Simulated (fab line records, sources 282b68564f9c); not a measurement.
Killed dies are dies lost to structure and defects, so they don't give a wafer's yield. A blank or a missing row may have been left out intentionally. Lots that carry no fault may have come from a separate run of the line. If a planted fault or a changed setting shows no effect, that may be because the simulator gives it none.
fab line records	flow rit_cmos
record: lots: 5	wafers: 15	last_day: 7
route steps=202 shown NLDD@110 PLDD@114 SPACER@125 NSD@131 PSD@142 M1@202
lots that met no fault: from a run of the same line without faults
start_h: start of the lot's first displayed wafer, in hours after the record's first day	wait_h: how many hours have passed since the lot's step before this one	" repeats the value in the row above	L1.1+2: several wafers, shown together as one row	- no value present, or no start provided	* or withheld: withheld	< > ~ a bound
route shown NAME@n: a module of which the file shows steps, and the number in the route of the first	usual: average and standard deviation across the fault-free wafers	same: alike in all rows	chamber/n: place in a boat	sites: readings site by site	_std_site: the standard deviation of these	_edge_site: mean of outer sites minus mean of inner sites	radius_mm: for every site, how far away it sits from the centre of the wafer	mask NAME#n: copy n	behind: tool/chamber where the wafer was last shaped	hold: what put the lot on hold/how long, in hours/how the hold closed	device: transistor that didn't switch, given as n, p or np	end of line: tests run on the same wafers once the route is complete	a step given without rows: its recipe and nothing more	killed: dies lost to structure and defects at the first sort, not the wafer's yield	map: dies across one wafer; x = killed, . = not, _ = none there
set.NAME: the run value of the setting; set.NAME@STEP: its run value at that earlier step	model.NAME: the simulator's own value behind a step, which no gauge read
certain route steps with their lots: each step a table, each wafer a row
services: when a tool's chamber went out of use (start_h, in hours from the record's first day, below 0 if earlier), for how many hours, and the reason
== steps ==
step: RIT_NLDD_HARDBAKE_07
recipe: resist: NOVOLAK	temp_c: 140	time_s: 60
step: RIT_NLDD_IMPLANT_08
recipe: species: P	energy_kev: 20	dose_cm2: 5e+14	tilt_deg: 7
step: RIT_NLDD_STRIP_09
recipe: chemistry: O2	time_s: 180	resist: NOVOLAK	platen_temp_c: withheld	power_w: 500	pressure_mtorr: 4000	o2_flow_sccm: 4000
usual: drypump_motor_current_A: 5.6/0.37	rf_refl_power_W: 6.5/1.4
lot.wafer	tool	chamber	start_h	wait_h	drypump_motor_current_A	rf_hours_counter_h	rf_refl_power_W
L293.2	plasma_asher-04	1	58.61	0.1	5.3	26	8.0
L293.4	"	0	"	"	6.1	-	5.5
L293.6	"	0	"	"	6.1	-	5.5
L297.1	plasma_asher-01	1	73.54	0.1	5.8	44	4.5
L297.2	"	0	"	"	5.9	44	9.0
L297.3	"	1	"	"	5.8	-	4.7
L304.3	plasma_asher-03	0	111.07	0.1	5.2	-	6.6
L304.4	"	1	"	"	5.5	-	5.2
L304.5	"	1	"	"	5.5	-	5.3
L306.3	plasma_asher-01	0	118.21	0.1	5.9	-	9.0
L306.4	"	1	"	"	5.8	-	4.9
L306.6	"	1	"	"	5.8	-	4.7
L312.1	plasma_asher-04	1	153.38	0.1	5.3	37	7.9
L312.3	"	1	"	"	5.3	-	7.5
L312.4	"	0	"	"	6.2	-	5.8
step: RIT_NLDD_TW_MEAS_10
usual: NLDD_TW: 2491/13
lot.wafer	tool	chamber	start_h	wait_h	NLDD_TW
L293.2	film_metro-04	-	58.80	0.1	2496
L293.4	"	-	"	"	2499
L293.6	"	-	"	"	2515
L297.1	film_metro-04	-	73.71	0.1	2503
L297.2	"	-	"	"	2502
L297.3	"	-	"	"	2514
L304.3	film_metro-03	-	111.21	0.1	2476
L304.4	"	-	"	"	2493
L304.5	"	-	"	"	2487
L306.3	film_metro-02	-	118.35	0.1	2494
L306.4	"	-	"	"	2490
L306.6	"	-	"	"	2493
L312.1	film_metro-03	-	153.56	0.1	2477
L312.3	"	-	"	"	2487
L312.4	"	-	"	"	2492
step: RIT_PLDD_HMDS_00
recipe: prime_time_s: 60	prime_temp_c: 140
step: RIT_PLDD_COAT_01
recipe: resist: NOVOLAK	spin_rpm: 3250	resist_thk_nm: 1000
step: RIT_PLDD_SOFTBAKE_02
recipe: resist: NOVOLAK	temp_c: 90	time_s: 60
step: RIT_PLDD_EXPOSE_03
recipe: mask_id: M8	na: 0.57	target_cd_nm: 40900	dose_mj: 250
step: RIT_PLDD_PEB_04
recipe: resist: NOVOLAK	temp_c: withheld	time_s: withheld
step: RIT_PLDD_DEVELOP_05
recipe: resist: NOVOLAK	develop_time_s: 50	dev_temp_c: 23
step: RIT_PLDD_OVL_MEAS_06
usual: PLDD_OVL: 0.0/1.4
lot.wafer	tool	chamber	start_h	wait_h	PLDD_OVL[nm]
L293.2	overlay-01	-	59.71	-	-0.4
L293.4	"	-	"	"	0.7
L293.6	"	-	"	"	-0.4
L297.1	overlay-01	-	75.22	-	0.4
L297.2	"	-	"	"	0.1
L297.3	"	-	"	"	0.4
L304.3	overlay-01	-	112.26	-	-0.7
L304.4	"	-	"	"	-0.3
L304.5	"	-	"	"	0.0
L306.3	overlay-01	-	119.37	-	-1.3
L306.4	"	-	"	"	-1.2
L306.6	"	-	"	"	2.3
L312.1	overlay-02	-	154.62	-	-2.0
L312.3	"	-	"	"	-0.5
L312.4	"	-	"	"	-1.2
step: RIT_PLDD_HARDBAKE_07
recipe: resist: NOVOLAK	temp_c: 140	time_s: 60
step: RIT_PLDD_IMPLANT_08
recipe: species: BF2	energy_kev: 20	dose_cm2: 9e+14	tilt_deg: 7
lot.wafer	tool	chamber	start_h	wait_h
L293.2+4+6	implanter-04	0	60.00	0.1
L297.1+2+3	implanter-01	0	75.40	0.1
L304.3+4+5	implanter-01	0	112.49	0.1
L306.3+4+6	implanter-03	0	119.60	0.1
L312.1+3+4	implanter-04	0	154.86	0.1
step: RIT_PLDD_STRIP_09
recipe: chemistry: O2	time_s: 180	resist: NOVOLAK	platen_temp_c: withheld	power_w: 500	pressure_mtorr: 4000	o2_flow_sccm: 4000
usual: drypump_motor_current_A: 5.4/0.37	rf_refl_power_W: 6.0/1.1
lot.wafer	tool	chamber	start_h	wait_h	drypump_motor_current_A	rf_hours_counter_h	rf_refl_power_W
L293.2	plasma_asher-02	0	60.12	0.1	5.6	40	4.7
L293.4	"	1	"	"	4.9	-	6.7
L293.6	"	1	"	"	4.9	-	6.7
L297.1	plasma_asher-02	1	75.55	0.1	4.9	42	6.7
L297.2	"	0	"	"	5.6	42	4.5
L297.3	"	1	"	"	4.9	-	6.7
L304.3	plasma_asher-04	1	112.65	0.1	5.3	-	7.2
L304.4	"	0	"	"	6.1	-	6.2
L304.5	"	0	"	"	6.1	-	5.9
L306.3	plasma_asher-03	0	119.76	0.1	5.1	-	7.3
L306.4	"	1	"	"	5.5	-	5.2
L306.6	"	0	"	"	5.1	-	7.1
L312.1	plasma_asher-03	1	155.01	0.1	5.5	52	5.1
L312.3	"	0	"	"	5.1	-	7.4
L312.4	"	1	"	"	5.5	-	5.2
step: RIT_PLDD_TW_MEAS_10
usual: PLDD_TW: 2348/13
lot.wafer	tool	chamber	start_h	wait_h	PLDD_TW
L293.2	film_metro-02	-	60.31	0.1	2346
L293.4	"	-	"	"	2357
L293.6	"	-	"	"	2350
L297.1	film_metro-04	-	75.73	0.1	2376
L297.2	"	-	"	"	2359
L297.3	"	-	"	"	2359
L304.3	film_metro-04	-	112.78	0.1	2323
L304.4	"	-	"	"	2315
L304.5	"	-	"	"	2318
L306.3	film_metro-02	-	119.89	0.1	2334
L306.4	"	-	"	"	2342
L306.6	"	-	"	"	2336
L312.1	film_metro-04	-	155.18	0.1	2367
L312.3	"	-	"	"	2347
L312.4	"	-	"	"	2370
step: RIT_SPACER_CLEAN_00
recipe: chemistry: SC1	mix: 3:3:50	time_s: 600	temp_c: 75
step: RIT_SPACER_CLEAN_01
recipe: chemistry: dHF	dilution: 50:1	time_s: 30
step: RIT_SPACER_CLEAN_02
recipe: chemistry: SC2	mix: 3:3:50	time_s: 600	temp_c: 75	dry: n2_spin
step: RIT_SPACER_CVD_03
recipe: material: Si3N4	target_thk_nm: 250	temp_c: 810	precursor: SiH2Cl2/NH3	time_s: 3300	pressure_mtorr: 300	sih2cl2_flow_sccm: 60	nh3_flow_sccm: 150
step: RIT_SPACER_THK_MEAS_04
recipe: reads: Si3N4_of_SPACER_CVD_03
usual: SPACER_NITRIDE_THK: 251.7/2.5
lot.wafer	tool	chamber	start_h	wait_h	SPACER_NITRIDE_THK[nm]
L293.2	film_metro-04	-	62.68	0.0	248.6
L293.4	"	-	"	"	251.4
L293.6	"	-	"	"	250.0
L297.1	film_metro-02	-	78.07	0.0	249.5
L297.2	"	-	"	"	248.8
L297.3	"	-	"	"	248.9
L304.3	film_metro-01	-	115.14	0.0	249.8
L304.4	"	-	"	"	247.3
L304.5	"	-	"	"	249.9
L306.3	film_metro-01	-	122.24	0.0	251.3
L306.4	"	-	"	"	254.5
L306.6	"	-	"	"	252.6
L312.1	film_metro-04	-	157.53	0.0	252.0
L312.3	"	-	"	"	252.9
L312.4	"	-	"	"	251.2
step: RIT_SPACER_ETCHBACK_05
recipe: target_depth_a: 2500	SF6_flow_sccm: 30	CHF3_flow_sccm: 30	target: Si3N4	chemistry: SF6/CHF3	pressure_mtorr: 40	rf_w: 250	time_s: 240	stop_on: SiO2
usual: drypump_motor_current_A: 5.8/0.36	oes_product_au: 0.849/0.015	throttle_valve_pct: 10.35/0.19
lot.wafer	tool	chamber	start_h	wait_h	drypump_motor_current_A	oes_product_au	rf_hours_counter_h	throttle_valve_pct
L293.2	rie_diel-01	3	62.73	0.0	5.2	0.855	22	10.62
L293.4	"	0	"	"	5.7	0.826	-	10.59
L293.6	"	1	"	"	5.5	0.864	-	10.32
L297.1	rie_diel-01	0	78.13	0.1	5.7	0.817	39	10.60
L297.2	"	1	"	"	5.5	0.850	47	10.31
L297.3	"	3	"	"	5.3	0.846	22	10.61
L304.3	rie_diel-01	2	115.18	0.0	6.0	0.862	143	10.24
L304.4	"	1	"	"	5.4	0.859	47	10.31
L304.5	"	1	"	"	5.4	0.856	-	10.31
L306.3	rie_diel-02	3	122.28	0.0	5.8	0.823	96	10.44
L306.4	"	0	"	"	6.2	0.869	5	10.28
L306.6	"	1	"	"	6.1	0.849	-	9.96
L312.1	rie_diel-01	0	157.59	0.1	5.7	0.825	41	10.58
L312.3	"	1	"	"	5.4	0.865	48	10.34
L312.4	"	2	"	"	6.0	0.871	143	10.24
step: RIT_NSD_HMDS_00
recipe: prime_time_s: 60	prime_temp_c: 140
step: RIT_NSD_COAT_01
recipe: resist: NOVOLAK	spin_rpm: 3250	resist_thk_nm: 1000
step: RIT_NSD_SOFTBAKE_02
recipe: resist: NOVOLAK	temp_c: 90	time_s: 60
step: RIT_NSD_EXPOSE_03
recipe: mask_id: M9	na: 0.57	target_cd_nm: 40700	dose_mj: 250
step: RIT_NSD_PEB_04
recipe: resist: NOVOLAK	temp_c: withheld	time_s: withheld
step: RIT_NSD_DEVELOP_05
recipe: resist: NOVOLAK	develop_time_s: 50	dev_temp_c: 23
step: RIT_NSD_OVL_MEAS_06
usual: NSD_OVL: 0.0/1.5
lot.wafer	tool	chamber	start_h	wait_h	NSD_OVL[nm]
L293.2	overlay-01	-	63.87	-	1.3
L293.4	"	-	"	"	-0.4
L293.6	"	-	"	"	-1.5
L297.1	overlay-01	-	79.26	-	-1.0
L297.2	"	-	"	"	-1.2
L297.3	"	-	"	"	1.5
L304.3	overlay-02	-	116.32	-	-0.8
L304.4	"	-	"	"	-0.8
L304.5	"	-	"	"	-0.4
L306.3	overlay-02	-	123.31	-	-2.0
L306.4	"	-	"	"	-1.8
L306.6	"	-	"	"	-2.3
L312.1	overlay-02	-	159.77	-	-2.5
L312.3	"	-	"	"	-2.0
L312.4	"	-	"	"	-0.8
step: RIT_NSD_HARDBAKE_07
recipe: resist: NOVOLAK	temp_c: 140	time_s: 60
step: RIT_NSD_IMPLANT_08
recipe: species: P	energy_kev: 25	dose_cm2: 1e+15	tilt_deg: 7
step: RIT_NSD_STRIP_09
recipe: chemistry: O2	time_s: 180	resist: NOVOLAK	platen_temp_c: withheld	power_w: 500	pressure_mtorr: 4000	o2_flow_sccm: 4000
usual: drypump_motor_current_A: 5.6/0.36	rf_refl_power_W: 6.3/1.7
lot.wafer	tool	chamber	start_h	wait_h	drypump_motor_current_A	rf_hours_counter_h	rf_refl_power_W
L293.2	plasma_asher-03	1	64.20	0.1	5.5	42	5.1
L293.4	"	0	"	"	5.1	-	6.6
L293.6	"	1	"	"	5.5	-	5.0
L297.1	plasma_asher-01	0	79.59	0.1	5.9	45	8.7
L297.2	"	1	"	"	5.8	45	4.7
L297.3	"	1	"	"	5.8	-	4.9
L304.3	plasma_asher-02	1	116.70	0.1	4.9	-	7.0
L304.4	"	0	"	"	5.6	-	4.6
L304.5	"	1	"	"	4.9	-	6.8
L306.3	plasma_asher-01	0	123.81	0.1	5.9	-	8.8
L306.4	"	1	"	"	5.8	-	4.8
L306.6	"	1	"	"	5.8	-	4.7
L312.1	plasma_asher-01	0	160.10	0.1	5.9	5	9.0
L312.3	"	0	"	"	5.9	-	9.0
L312.4	"	1	"	"	5.8	-	4.5
step: RIT_NSD_TW_MEAS_10
usual: NSD_TW: 3120/20
lot.wafer	tool	chamber	start_h	wait_h	NSD_TW
L293.2	film_metro-03	-	64.38	0.1	3093
L293.4	"	-	"	"	3101
L293.6	"	-	"	"	3083
L297.1	film_metro-03	-	79.77	0.1	3094
L297.2	"	-	"	"	3080
L297.3	"	-	"	"	3088
L304.3	film_metro-03	-	116.84	0.1	3104
L304.4	"	-	"	"	3106
L304.5	"	-	"	"	3130
L306.3	film_metro-02	-	123.95	0.1	3114
L306.4	"	-	"	"	3130
L306.6	"	-	"	"	3117
L312.1	film_metro-04	-	160.28	0.1	3143
L312.3	"	-	"	"	3138
L312.4	"	-	"	"	3128
step: RIT_PSD_HMDS_00
recipe: prime_time_s: 60	prime_temp_c: 140
step: RIT_PSD_COAT_01
recipe: resist: NOVOLAK	spin_rpm: 3250	resist_thk_nm: 1000
step: RIT_PSD_SOFTBAKE_02
recipe: resist: NOVOLAK	temp_c: 90	time_s: 60
step: RIT_PSD_EXPOSE_03
recipe: mask_id: M10	na: 0.57	target_cd_nm: 40900	dose_mj: 250
step: RIT_PSD_PEB_04
recipe: resist: NOVOLAK	temp_c: withheld	time_s: withheld
step: RIT_PSD_DEVELOP_05
recipe: resist: NOVOLAK	develop_time_s: 50	dev_temp_c: 23
step: RIT_PSD_OVL_MEAS_06
usual: PSD_OVL: 0.9/1.3
lot.wafer	tool	chamber	start_h	wait_h	PSD_OVL[nm]
L293.2	overlay-02	-	65.44	-	1.3
L293.4	"	-	"	"	-0.4
L293.6	"	-	"	"	-1.1
L297.1	overlay-02	-	80.80	-	0.4
L297.2	"	-	"	"	-0.9
L297.3	"	-	"	"	-0.3
L304.3	overlay-01	-	117.86	-	1.4
L304.4	"	-	"	"	-0.6
L304.5	"	-	"	"	0.4
L306.3	overlay-02	-	124.85	-	0.0
L306.4	"	-	"	"	0.3
L306.6	"	-	"	"	2.3
L312.1	overlay-02	-	161.19	-	-0.1
L312.3	"	-	"	"	0.4
L312.4	"	-	"	"	1.6
step: RIT_PSD_HARDBAKE_07
recipe: resist: NOVOLAK	temp_c: 140	time_s: 60
step: RIT_PSD_IMPLANT_08
recipe: species: BF2	energy_kev: 27	dose_cm2: 5e+15	tilt_deg: 7
step: RIT_PSD_STRIP_09
recipe: chemistry: O2	time_s: 180	resist: NOVOLAK	platen_temp_c: withheld	power_w: 500	pressure_mtorr: 4000	o2_flow_sccm: 4000
usual: drypump_motor_current_A: 5.7/0.4	rf_refl_power_W: 6.5/1.4
lot.wafer	tool	chamber	start_h	wait_h	drypump_motor_current_A	rf_hours_counter_h	rf_refl_power_W
L293.2	plasma_asher-04	0	65.77	0.1	6.1	27	5.9
L293.4	"	0	"	"	6.1	-	5.7
L293.6	"	1	"	"	5.2	-	7.5
L297.1	plasma_asher-01	1	81.14	0.1	5.8	45	4.8
L297.2	"	0	"	"	5.9	45	8.7
L297.3	"	1	"	"	5.8	-	4.7
L304.3	plasma_asher-04	1	118.31	0.1	5.3	-	7.5
L304.4	"	0	"	"	6.1	-	5.7
L304.5	"	0	"	"	6.1	-	5.6
L306.3	plasma_asher-01	1	125.23	0.1	5.8	-	4.9
L306.4	"	0	"	"	5.9	-	8.7
L306.6	"	0	"	"	5.9	-	9.0
L312.1	plasma_asher-02	0	161.52	0.1	5.6	50	4.3
L312.3	"	0	"	"	5.6	-	4.3
L312.4	"	1	"	"	4.9	-	6.5
step: RIT_SDANNEAL_RS_MEAS_06
recipe: thk_meas_gauge: four-point-probe
usual: PLDD_RS: 178.7/0.52
lot.wafer	tool	chamber	start_h	wait_h	PLDD_RS[ohm/sq]
L293.2	film_metro-03	-	66.72	0.1	178.4
L293.4	"	-	"	"	178.7
L293.6	"	-	"	"	178.5
L297.1	film_metro-02	-	82.06	0.1	178.2
L297.2	"	-	"	"	178.2
L297.3	"	-	"	"	177.7
L304.3	film_metro-02	-	119.19	0.1	183.3
L304.4	"	-	"	"	183.9
L304.5	"	-	"	"	183.6
L306.3	film_metro-02	-	126.11	0.1	178.4
L306.4	"	-	"	"	179.0
L306.6	"	-	"	"	178.7
L312.1	film_metro-03	-	162.51	0.1	178.8
L312.3	"	-	"	"	178.6
L312.4	"	-	"	"	178.8
step: RIT_M1_PROBE_99
usual: killed_at_contacts: 0.0/0.22	killed_at_front_end: 7/3.1	killed_dies: 7/3.1	killed_open: 3.5/2	killed_short: 3.3/2
same: gross_dies: 264	killed_at_M0_to_M3: 0	killed_at_M4_up: 0	killed_at_back_side: 0	killed_at_other: 0
lot.wafer	tool	chamber	start_h	wait_h	killed_at_contacts	killed_at_front_end	killed_dies	killed_open	killed_short	model.etest.pldd.rs_ohm_sq_range	model.etest.pldd.rs_ohm_sq_rim_less_centre
L293.2	prober-02	-	74.39	0.1	0	3	3	2	1	12.89	11.27
L293.4	prober-02	-	74.49	0.2	0	7	7	4	3	12.63	9.697
L293.6	prober-02	-	74.59	0.2	0	10	10	7	3	9.508	7.909
L297.1	prober-02	-	89.21	0.1	0	9	9	5	4	9.697	2.823
L297.2	prober-02	-	89.26	0.1	0	5	5	2	3	7.078	5.471
L297.3	prober-02	-	89.31	0.2	0	9	9	4	5	8.753	4.8
L304.3	prober-01	-	126.51	0.2	1	11	12	3	9	37.51	-13.39
L304.4	prober-01	-	126.56	0.2	0	11	11	5	6	37	-12.72
L304.5	prober-01	-	126.61	0.2	0	7	7	5	2	31.25	-10.8
L306.3	prober-01	-	133.45	0.2	0	11	11	6	5	8.53	-4.465
L306.4	prober-01	-	133.50	0.2	0	12	12	5	7	10.41	-3.454
L306.6	prober-01	-	133.60	0.2	0	9	9	4	5	8.656	0.8385
L312.1	prober-01	-	169.77	0.1	0	7	7	5	2	10.13	-4.055
L312.3	prober-01	-	169.87	0.2	0	6	6	4	2	9.334	0.4165
L312.4	prober-01	-	169.92	0.2	0	11	11	9	2	5.025	-2.425
killed by level:class
L293.2 SPACER:geometric_particle:open=2 SILICIDE:geometric_particle:short=1
L293.4 FOX2:geometric_particle:short=2 GATE:geometric_particle:open=2 ACTIVE:geometric_particle:open=1 FOX2:geometric_particle:open=1 GATE:geometric_particle:short=1
L293.6 GATE:geometric_particle:open=2 REOX:geometric_particle:short=2 SPACER:geometric_particle:open=2 ACTIVE:geometric_particle:open=1 FOX2:geometric_particle:open=1 REOX:geometric_particle:open=1 SPACER:geometric_particle:short=1
L297.1 SPACER:geometric_particle:short=4 GATE:geometric_particle:open=2 FOX2:geometric_particle:open=1 SPACER:geometric_particle:open=1 SILICIDE:geometric_particle:open=1
L297.2 FOX2:geometric_particle:short=1 GATE:geometric_particle:open=1 REOX:geometric_particle:short=1 SPACER:geometric_particle:open=1 SPACER:geometric_particle:short=1
L297.3 GATE:geometric_particle:short=2 SPACER:geometric_particle:short=2 SPACER:geometric_particle:open=2 GATE:geometric_particle:open=1 REOX:geometric_particle:short=1 SILICIDE:geometric_particle:open=1
L304.3 GATE:geometric_particle:short=3 FOX1:geometric_particle:short=2 SILICIDE:geometric_particle:short=2 FOX1:geometric_particle:open=1 FOX2:geometric_particle:open=1 GATE:geometric_particle:open=1 SPACER:geometric_particle:short=1 CONTACT:geometric_particle:short=1
L304.4 FOX1:geometric_particle:short=2 FOX1:geometric_particle:open=2 GATE:geometric_particle:short=2 SPACER:geometric_particle:open=2 FOX2:geometric_particle:short=1 GATE:geometric_particle:open=1 SILICIDE:geometric_particle:short=1
L304.5 FOX1:geometric_particle:open=2 GATE:geometric_particle:open=2 GATE:geometric_particle:short=1 SILICIDE:geometric_particle:short=1 SILICIDE:geometric_particle:open=1
L306.3 GATE:geometric_particle:short=4 GATE:geometric_particle:open=3 FOX1:geometric_particle:open=2 FOX2:geometric_particle:short=1 FOX2:geometric_particle:open=1
L306.4 GATE:geometric_particle:short=4 GATE:geometric_particle:open=3 FOX1:geometric_particle:short=1 FOX2:geometric_particle:short=1 SPACER:geometric_particle:open=1 SILICIDE:geometric_particle:open=1 SILICIDE:geometric_particle:short=1
L306.6 GATE:geometric_particle:short=2 SILICIDE:geometric_particle:open=2 SILICIDE:geometric_particle:short=2 FOX2:geometric_particle:open=1 REOX:geometric_particle:open=1 SPACER:geometric_particle:short=1
L312.1 GATE:geometric_particle:open=3 GATE:geometric_particle:short=2 SPACER:geometric_particle:open=2
L312.3 FOX1:geometric_particle:open=2 GATE:geometric_particle:short=2 GATE:geometric_particle:open=1 SILICIDE:geometric_particle:open=1
L312.4 SILICIDE:geometric_particle:open=4 GATE:geometric_particle:open=2 FOX1:geometric_particle:open=1 FOX2:geometric_particle:open=1 GATE:geometric_particle:short=1 REOX:geometric_particle:short=1 SPACER:geometric_particle:open=1
== services ==
tool	chamber	start_h	hours	kind
rie_diel-01	-	54.27	2.8	pm
rie_diel-01	1	57.85	2.4	repair
implanter-03	-	67.24	5.5	repair
implanter-04	-	72.57	1.8	repair
plasma_asher-02	-	75.76	0.5	repair
rie_diel-01	2	78.85	6.7	repair
implanter-04	-	81.14	3.6	pm
plasma_asher-01	-	81.88	3.2	repair
plasma_asher-01	-	108.75	9.0	pm
plasma_asher-01	0	108.75	9.0	vent_cycle
plasma_asher-01	1	108.75	9.0	vent_cycle
plasma_asher-01	-	110.76	0.7	repair
plasma_asher-01	0	117.75	-	clean
plasma_asher-01	1	117.75	-	clean
rie_diel-01	2	117.91	7.0	repair
plasma_asher-02	-	124.14	9.8	repair
rie_diel-01	-	129.66	14.6	pm
implanter-04	-	132.80	1.8	repair
== key ==
first_sign: step: RIT_PLDD_TW_MEAS_10	reading: PLDD_TW	direction: down	sigmas: 2.2	usual: 2348	struck: 2319
effect: step: RIT_SDANNEAL_RS_MEAS_06	reading: PLDD_RS	direction: up	sigmas: 9.4	usual: 178.7	struck: 183.6
model_effect: step: RIT_M1_PROBE_99	value: etest.pldd.rs_ohm_sq_range	without: 8.628	struck: 35.25
met_at RIT_PLDD_IMPLANT_08
struck_wafers L304.3,L304.4,L304.5
tester_left_out L304
onset_between 75.40 112.49
also_fits RIT_NLDD_STRIP_09:plasma_asher-03,RIT_PLDD_STRIP_09:plasma_asher-04,RIT_NSD_STRIP_09:plasma_asher-02,RIT_PSD_STRIP_09:plasma_asher-04
fault: kind: process_parameter_drift	tool: implanter-01	chamber: -	onset_h: 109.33	steps: RIT_PLDD_IMPLANT_08	channel: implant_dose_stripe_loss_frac	offset: 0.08	shape: step	end_h: 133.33
tester_left_out: of these lots the tester's yield and bins aren't shown, on N5 and GAA mostly nor the transistor test; their killed dies are dies lost to structure and defects alone, not to doping, threshold or leakage, so they don't give the yield
